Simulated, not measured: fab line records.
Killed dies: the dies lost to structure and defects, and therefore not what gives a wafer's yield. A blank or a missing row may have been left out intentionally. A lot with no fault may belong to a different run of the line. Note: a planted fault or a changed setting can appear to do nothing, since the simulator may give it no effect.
What tool caused it? || flow ritCmos || Sampling: 14 lots, 42 wafers, 2 of 202 route steps

## WHAT THE GAUGES SHOWED, per wafer
RIT_PWELL_OVL_MEAS_06. Usual: PWELL_OVL typically reads -0.7 nm, with standard deviation 1.3.
{"lot": "L528", "measured": "day 2 02:00", "on": "overlay-01", "PWELL_OVL (nm)": "0.6 -0.5 -0.1", "flag": ""}
{"lot": "L529", "measured": "day 2 05:19", "on": "overlay-01", "PWELL_OVL (nm)": "0.0 -0.8 0.3", "flag": ""}
{"lot": "L530", "measured": "day 2 08:26", "on": "overlay-01", "PWELL_OVL (nm)": "-0.9 1.6 1.7", "flag": ""}
{"lot": "L531", "measured": "day 2 14:20", "on": "overlay-02", "PWELL_OVL (nm)": "-3.2 -1.9 -0.3", "flag": ""}
{"lot": "L532", "measured": "day 2 19:55", "on": "overlay-01", "PWELL_OVL (nm)": "1.4 0.2 0.3", "flag": ""}
{"lot": "L534", "measured": "day 3 06:12", "on": "overlay-01", "PWELL_OVL (nm)": "-2.0 0.8 -0.6", "flag": ""}
{"lot": "L535", "measured": "day 3 10:37", "on": "overlay-02", "PWELL_OVL (nm)": "0.5 0.4 -1.8", "flag": ""}
{"lot": "L536", "measured": "day 3 15:42", "on": "overlay-01", "PWELL_OVL (nm)": "0.6 0.8 -0.9", "flag": ""}
{"lot": "L537", "measured": "day 3 19:31", "on": "overlay-02", "PWELL_OVL (nm)": "-2.2 -1.8 -1.8", "flag": ""}
{"lot": "L540", "measured": "day 4 11:08", "on": "overlay-02", "PWELL_OVL (nm)": "0.5 0.2 -0.1", "flag": ""}
{"lot": "L545", "measured": "day 5 14:05", "on": "overlay-01", "PWELL_OVL (nm)": "- - -", "flag": "OFF"}
{"lot": "L546", "measured": "day 5 17:19", "on": "overlay-01", "PWELL_OVL (nm)": "- - -", "flag": "OFF"}
{"lot": "L550", "measured": "day 6 14:44", "on": "overlay-01", "PWELL_OVL (nm)": "0.0 1.1 0.9", "flag": ""}
{"lot": "L551", "measured": "day 7 07:09", "on": "overlay-01", "PWELL_OVL (nm)": "-2.7 -1.9 -2.8", "flag": ""}

## EACH LOT AND THE TOOL THAT RAN IT (in order: tool; ch and the chambers of the sampled wafers; start)
{"lot": "L528", "RIT_PWELL_COAT_01": "lithoTrack-01 ch 0, day 2 01:12"}
{"lot": "L529", "RIT_PWELL_COAT_01": "lithoTrack-03 ch 0, day 2 04:36"}
{"lot": "L530", "RIT_PWELL_COAT_01": "lithoTrack-01 ch 0, day 2 07:17"}
{"lot": "L531", "RIT_PWELL_COAT_01": "lithoTrack-03 ch 0, day 2 13:37"}
{"lot": "L532", "RIT_PWELL_COAT_01": "lithoTrack-01 ch 0, day 2 19:04"}
{"lot": "L534", "RIT_PWELL_COAT_01": "lithoTrack-01 ch 0, day 3 05:30"}
{"lot": "L535", "RIT_PWELL_COAT_01": "lithoTrack-02 ch 0, day 3 09:47"}
{"lot": "L536", "RIT_PWELL_COAT_01": "lithoTrack-01 ch 0, day 3 14:51"}
{"lot": "L537", "RIT_PWELL_COAT_01": "lithoTrack-01 ch 0, day 3 18:49"}
{"lot": "L540", "RIT_PWELL_COAT_01": "lithoTrack-03 ch 0, day 4 10:27"}
{"lot": "L545", "RIT_PWELL_COAT_01": "lithoTrack-01, day 5 13:16"}
{"lot": "L546", "RIT_PWELL_COAT_01": "lithoTrack-03, day 5 16:25"}
{"lot": "L550", "RIT_PWELL_COAT_01": "lithoTrack-03 ch 0, day 6 13:53"}
{"lot": "L551", "RIT_PWELL_COAT_01": "lithoTrack-03 ch 0, day 7 06:19"}
- RIT_PWELL_COAT_01: resist thk 1300 nm.

## WHAT THE TOOLS THEMSELVES READ (means of the sampled wafers that have a number; where no wafer has one, the mark that the record gives instead)
RIT_PWELL_COAT_01. Usual: chillPlateTempC 23.00 C, standard deviation 0.11; dispensePressureKPa 52 kPa, standard deviation 3.9.
{"lot": "L528", "tool": "lithoTrack-01", "chillPlateTempC (C)": 22.91, "dispensePressureKPa (kPa)": 51, "flag": ""}
{"lot": "L529", "tool": "lithoTrack-03", "chillPlateTempC (C)": 23.06, "dispensePressureKPa (kPa)": 49, "flag": ""}
{"lot": "L530", "tool": "lithoTrack-01", "chillPlateTempC (C)": 22.98, "dispensePressureKPa (kPa)": 51, "flag": ""}
{"lot": "L531", "tool": "lithoTrack-03", "chillPlateTempC (C)": 22.94, "dispensePressureKPa (kPa)": 49, "flag": ""}
{"lot": "L532", "tool": "lithoTrack-01", "chillPlateTempC (C)": 23.01, "dispensePressureKPa (kPa)": 51, "flag": ""}
{"lot": "L534", "tool": "lithoTrack-01", "chillPlateTempC (C)": 23.18, "dispensePressureKPa (kPa)": 51, "flag": ""}
{"lot": "L535", "tool": "lithoTrack-02", "chillPlateTempC (C)": 22.89, "dispensePressureKPa (kPa)": 59, "flag": ""}
{"lot": "L536", "tool": "lithoTrack-01", "chillPlateTempC (C)": 23.01, "dispensePressureKPa (kPa)": 51, "flag": ""}
{"lot": "L537", "tool": "lithoTrack-01", "chillPlateTempC (C)": 23.04, "dispensePressureKPa (kPa)": 51, "flag": ""}
{"lot": "L540", "tool": "lithoTrack-03", "chillPlateTempC (C)": 22.90, "dispensePressureKPa (kPa)": 49, "flag": ""}
{"lot": "L545", "tool": "lithoTrack-01", "chillPlateTempC (C)": "-", "dispensePressureKPa (kPa)": "-", "flag": "OFF"}
{"lot": "L546", "tool": "lithoTrack-03", "chillPlateTempC (C)": "-", "dispensePressureKPa (kPa)": "-", "flag": "OFF"}
{"lot": "L550", "tool": "lithoTrack-03", "chillPlateTempC (C)": 23.06, "dispensePressureKPa (kPa)": 49, "flag": ""}
{"lot": "L551", "tool": "lithoTrack-03", "chillPlateTempC (C)": 22.90, "dispensePressureKPa (kPa)": 49, "flag": ""}

## THE ANSWER, worked out from the rows above alone
Rule: a lot is off if the mean of its wafers that have a number lies more than 3 standard deviations from the usual mean. A lot without any number at a reading at which 4 lots or more have one is off too. Where the step has rows for the other lots, those lots are counted as sound. After the gauges, taken in route order, come the tools' own readings; for these a lot's mean is taken, as printed above. At the first step where some lot is off, the reading lying furthest off is the one used; lots without a number count as furthest.
Off: at RIT_PWELL_OVL_MEAS_06 (PWELL_OVL), L545, L546. Without a number there: L545, L546.
If a tool, at a process step before that reading, ran all the lots that are off and no sound lot after the first of them, it fits. The gauges at RIT_PWELL_OVL_MEAS_06 aren't tried: what is off there is off at RIT_PWELL_COAT_01 too, on other tools, and a gauge's error can't cause that. Of those tried, none fits.

## WHAT THE SIMULATOR HAD PUT IN
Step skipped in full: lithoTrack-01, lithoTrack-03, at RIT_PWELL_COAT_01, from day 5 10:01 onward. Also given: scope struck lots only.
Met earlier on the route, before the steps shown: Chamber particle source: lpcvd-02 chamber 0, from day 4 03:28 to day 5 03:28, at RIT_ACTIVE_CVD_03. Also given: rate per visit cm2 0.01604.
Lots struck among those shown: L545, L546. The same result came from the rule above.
